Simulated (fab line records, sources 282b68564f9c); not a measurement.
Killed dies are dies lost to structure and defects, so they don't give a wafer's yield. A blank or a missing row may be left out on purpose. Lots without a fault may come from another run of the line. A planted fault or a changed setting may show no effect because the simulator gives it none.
One fault seen from 2 desks | flow rit_cmos | each desk has only its own numbers; what lay behind them comes last

THE TOOL OWNER'S DESK: iline_stepper-02
The tool's own readings at RIT_CONTACT_EXPOSE_05 (exposes mask M11, target cd 1000 nm): means of the sampled wafers that have a number, for each lot that ran on this tool. A lot is out of limits, marked OUT, if its mean lies more than 4 standard deviations from the usual mean; the brackets give that distance.
Columns: A = exposure_dose_mJ_cm2 at RIT_CONTACT_EXPOSE_05, usual 249.98
lot  | first seen here | A
L603 | day 3 17:46     | 250.12
L607 | day 4 13:39     | 250.02
L608 | day 4 17:31     | 249.56
L609 | day 4 21:07     | 250.00
L611 | day 5 11:01     | 249.82
L612 | day 5 12:31     | 249.60
L613 | day 5 20:28     | 250.29
L614 | day 6 02:33     | 249.86
L620 | day 7 03:05     | 238.76 (-40) OUT
L621 | day 7 09:02     | 241.51 (-30) OUT
This desk's finding: out of limits on L620, L621; first on L620, day 7 03:05 (exposure_dose_mJ_cm2 at RIT_CONTACT_EXPOSE_05). In limits: L603, L607, L608, L609, L611, L612, L613, L614.

THE METROLOGY DESK
What the gauges read, lot by lot, whatever tool the lot ran on: means of the sampled wafers that have a number. A lot is out of limits, marked OUT, if its mean lies more than 4 standard deviations from the usual mean; the brackets give that distance.
Columns: A = cd_nm at RIT_CONTACT_CD_MEAS_08, usual 1000.4 nm
lot  | first seen here | A
L602 | day 3 14:56     | 999.9
L603 | day 3 18:16     | 997.8
L604 | day 4 01:07     | 997.8
L607 | day 4 14:10     | 999.4
L608 | day 4 18:01     | 999.4
L609 | day 4 21:38     | 1000.4
L611 | day 5 11:31     | 998.7
L612 | day 5 13:02     | 999.1
L613 | day 5 20:59     | 998.1
L614 | day 6 03:14     | 1002.4
L617 | day 6 12:58     | 999.9
L620 | day 7 03:35     | 988.4 (-5.2) OUT
L621 | day 7 09:33     | 992.7
L624 | day 8 02:03     | 1001.6
This desk's finding: out of limits on L620; first on L620, day 7 03:35 (cd_nm at RIT_CONTACT_CD_MEAS_08). In limits: L602, L603, L604, L607, L608, L609, L611, L612, L613, L614, L617, L621, L624.

PUT TOGETHER
The tool owner's desk could have raised an alarm at day 7 03:05, on L620, L621.
The metrology desk could have raised an alarm at day 7 03:35, on L620.
The metrology desk has L621 on record, within its limits.
Of the lots named, all ran RIT_CONTACT_EXPOSE_05 on iline_stepper-02.

WHAT THE SIMULATOR HAD PUT IN
Process parameter drift: iline_stepper-02, from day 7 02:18 on, at RIT_CONTACT_EXPOSE_05. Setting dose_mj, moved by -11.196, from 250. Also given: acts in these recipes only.
Lots struck among those shown: L620, L621.
Hours from the fault's start to each desk's first reading out of limits: the tool owner's desk, 1; the metrology desk, 1.
